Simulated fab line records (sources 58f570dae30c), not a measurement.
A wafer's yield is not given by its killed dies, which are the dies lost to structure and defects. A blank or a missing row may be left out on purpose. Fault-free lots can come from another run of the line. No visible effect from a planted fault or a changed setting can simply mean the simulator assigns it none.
Which tool was responsible? -- flow berkeley_cmos170 -- 14 lots with 42 wafers sampled at 5 steps, on a route of 331 steps

WHAT EACH GAUGE READ, for each wafer
UCB170_PSD_OVL_MEAS_07. Usual: for PSD_OVL the level is 0 nm and the standard deviation is 6.2.
lot,measured,on,PSD_OVL (nm),flag
L323,day 7 01:21,overlay-02,-5 -6 -5,
L324,day 7 10:59,overlay-02,6 10 6,
L326,day 7 11:14,overlay-01,0 -7 -1,
L327,day 7 11:22,overlay-01,-9 -8 -8,
L330,day 8 17:24,overlay-02,3 3 8,
L332,day 8 17:39,overlay-02,-1 0 1,
L329,day 8 17:32,overlay-01,-4 3 3,
L331,day 8 17:53,overlay-01,7 8 3,
L335,day 9 11:17,overlay-01,3 1 5,
L338,day 10 01:53,overlay-02,2 5 -2,
L339,day 10 13:31,overlay-02,8 9 6,
L345,day 11 02:01,overlay-01,-3 -2 0,
L343,day 11 02:17,overlay-01,8 6 5,
L346,day 11 19:42,overlay-01,5 -3 3,

UCB170_SILICIDE_RS_MEAS_02: uses a four-point probe to measure. Usual: for SILICIDE_TI_RS the level is 26.11 ohm/sq and the standard deviation is 0.25.
lot,measured,on,SILICIDE_TI_RS (ohm/sq),flag
L323,day 7 06:20,film_metro-03,26.43 26.15 26.13,
L324,day 7 15:46,film_metro-03,26.42 25.95 26.04,
L326,day 7 16:34,film_metro-03,26.24 26.53 26.22,
L327,day 7 17:02,film_metro-04,26.15 25.91 26.28,
L330,day 8 21:10,film_metro-04,26.25 26.17 26.42,
L332,day 8 21:56,film_metro-04,26.08 26.33 26.32,
L329,day 8 21:26,film_metro-03,25.75 25.85 25.84,
L331,day 8 22:09,film_metro-03,26.40 26.22 26.44,
L335,day 9 16:16,film_metro-04,25.84 26.12 25.63,
L338,day 10 06:34,film_metro-03,39.98 25.89 25.70,OFF
L339,day 10 18:16,film_metro-04,40.06 26.21 25.89,OFF
L345,day 11 06:18,film_metro-02,26.10 25.80 25.64,
L343,day 11 06:10,film_metro-04,25.65 25.59 25.63,
L346,day 11 23:52,film_metro-02,26.29 25.99 26.28,

UCB170_SILICIDE_THK_MEAS_03: measures by xrf. Usual: for SILICIDE_TI_THK the level is 30.05 nm and the standard deviation is 0.24.
lot,measured,on,SILICIDE_TI_THK (nm),flag
L323,day 7 06:27,film_metro-03,29.84 30.16 30.12,
L324,day 7 15:53,film_metro-03,29.92 30.35 30.25,
L326,day 7 16:41,film_metro-03,30.05 29.76 30.09,
L327,day 7 17:09,film_metro-04,30.05 30.27 29.93,
L330,day 8 21:17,film_metro-04,30.00 30.07 29.70,
L332,day 8 22:02,film_metro-04,30.34 29.97 30.02,
L329,day 8 21:31,film_metro-03,30.52 30.43 30.43,
L331,day 8 22:16,film_metro-03,29.95 29.95 29.70,
L335,day 9 16:23,film_metro-04,30.25 30.09 30.41,
L338,day 10 06:41,film_metro-03,20.91 30.20 30.34,OFF
L339,day 10 18:22,film_metro-04,20.89 29.93 30.32,OFF
L345,day 11 06:24,film_metro-02,29.79 30.14 30.44,
L343,day 11 06:17,film_metro-04,30.58 30.50 30.42,
L346,day 11 23:59,film_metro-02,29.82 30.12 29.91,

EACH LOT AND THE TOOL THAT RAN IT (in order: tool; ch and the chambers of the sampled wafers; start)
lot,UCB170_NLDD_STRIP_10,UCB170_SILICIDE_SPUTTER_01
L323,"plasma_asher-03 ch 0,1, day 6 19:37","pvd_sputter-01, day 7 06:18"
L324,"plasma_asher-02 ch 0,1, day 7 04:05","pvd_sputter-03, day 7 15:43"
L326,"plasma_asher-01 ch 1, day 7 05:54","pvd_sputter-01, day 7 16:32"
L327,"plasma_asher-01 ch 0,1, day 7 06:10","pvd_sputter-03, day 7 16:59"
L330,"plasma_asher-01 ch 0,1, day 8 11:35","pvd_sputter-01, day 8 21:08"
L332,"plasma_asher-02 ch 0, day 8 11:42","pvd_sputter-02, day 8 21:46"
L329,"plasma_asher-02 ch 0,1, day 8 12:28","pvd_sputter-03, day 8 21:20"
L331,"plasma_asher-02 ch 1, day 8 12:59","pvd_sputter-01, day 8 22:06"
L335,"plasma_asher-02 ch 0,1, day 9 04:08","pvd_sputter-01, day 9 16:13"
L338,"plasma_asher-01 ch 0,1, day 9 19:55","pvd_sputter-01, day 10 06:32"
L339,"plasma_asher-03 ch 0,1, day 10 06:49","pvd_sputter-01, day 10 18:12"
L345,"plasma_asher-03 ch 0,1, day 10 21:02","pvd_sputter-03, day 11 06:14"
L343,"plasma_asher-03 ch 0,1, day 10 21:43","pvd_sputter-02, day 11 06:08"
L346,"plasma_asher-02 ch 1, day 11 15:02","pvd_sputter-03, day 11 23:50"
- UCB170_NLDD_STRIP_10: strips in O2.
- UCB170_SILICIDE_SPUTTER_01: material Ti, target thk 30 nm, time 25 s.

WHAT THE TOOLS THEMSELVES READ (means of the sampled wafers that have a number; where no wafer has one, the mark that the record gives instead)
UCB170_NLDD_STRIP_10. Usual: drypump_motor_current_A 5.5 A, standard deviation 0.57; oes_product_au 0.734 a.u., standard deviation 0.0047; strip_time_to_endpoint_s 21.59 s, standard deviation 0.059.
lot,tool,drypump_motor_current_A (A),oes_product_au (a.u.),strip_time_to_endpoint_s (s),flag
L323,plasma_asher-03,5.2,0.734,21.64,
L324,plasma_asher-02,5.0,0.736,21.56,
L326,plasma_asher-01,6.5,0.737,21.62,
L327,plasma_asher-01,6.0,0.735,21.63,
L330,plasma_asher-01,6.0,0.732,21.60,
L332,plasma_asher-02,5.1,0.732,21.66,
L329,plasma_asher-02,5.0,0.733,21.65,
L331,plasma_asher-02,4.9,0.731,21.50,
L335,plasma_asher-02,5.0,0.732,21.54,
L338,plasma_asher-01,5.9,0.735,21.52,
L339,plasma_asher-03,5.2,0.733,21.61,
L345,plasma_asher-03,5.2,0.734,21.55,
L343,plasma_asher-03,5.2,0.738,21.60,
L346,plasma_asher-02,4.9,0.739,21.61,

UCB170_SILICIDE_SPUTTER_01. Usual: throttle_valve_pct at 30.5 %, with a standard deviation of 1.1.
lot,tool,throttle_valve_pct (%),flag
L323,pvd_sputter-01,31.2,
L324,pvd_sputter-03,29.6,
L326,pvd_sputter-01,31.0,
L327,pvd_sputter-03,29.5,
L330,pvd_sputter-01,31.1,
L332,pvd_sputter-02,30.1,
L329,pvd_sputter-03,29.3,
L331,pvd_sputter-01,31.2,
L335,pvd_sputter-01,31.1,
L338,pvd_sputter-01,30.8,
L339,pvd_sputter-01,31.3,
L345,pvd_sputter-03,30.1,
L343,pvd_sputter-02,29.8,
L346,pvd_sputter-03,30.2,

THE ANSWER, worked out from the rows above alone
Rule: a lot is off if the mean of its wafers that have a number lies more than 3 standard deviations from the usual mean. Also off: a lot with no number at a reading for which 4 or more lots have one. All remaining lots with rows at the step are treated as sound. After the gauges, taken in route order, come the tools' own readings; for these a lot's mean is taken, as printed above. At the first step where some lot is off, the reading lying furthest off is the one used; lots without a number count as furthest.
Off: at UCB170_SILICIDE_RS_MEAS_02 (SILICIDE_TI_RS), L338, L339.
A tool fits if, at a process step before that reading, it ran every lot that is off, and no sound lot after the first of them. Gauges at UCB170_SILICIDE_RS_MEAS_02: tried the same way as those tools. One fits: pvd_sputter-01 at UCB170_SILICIDE_SPUTTER_01. Its last sound lot is L335 (day 9 16:13), its first lot that is off L338 (day 10 06:32): a fault that began between those two fits.

WHAT THE SIMULATOR HAD PUT IN
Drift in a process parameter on pvd_sputter-01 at UCB170_SILICIDE_SPUTTER_01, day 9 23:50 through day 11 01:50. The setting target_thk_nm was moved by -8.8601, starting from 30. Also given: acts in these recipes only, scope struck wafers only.
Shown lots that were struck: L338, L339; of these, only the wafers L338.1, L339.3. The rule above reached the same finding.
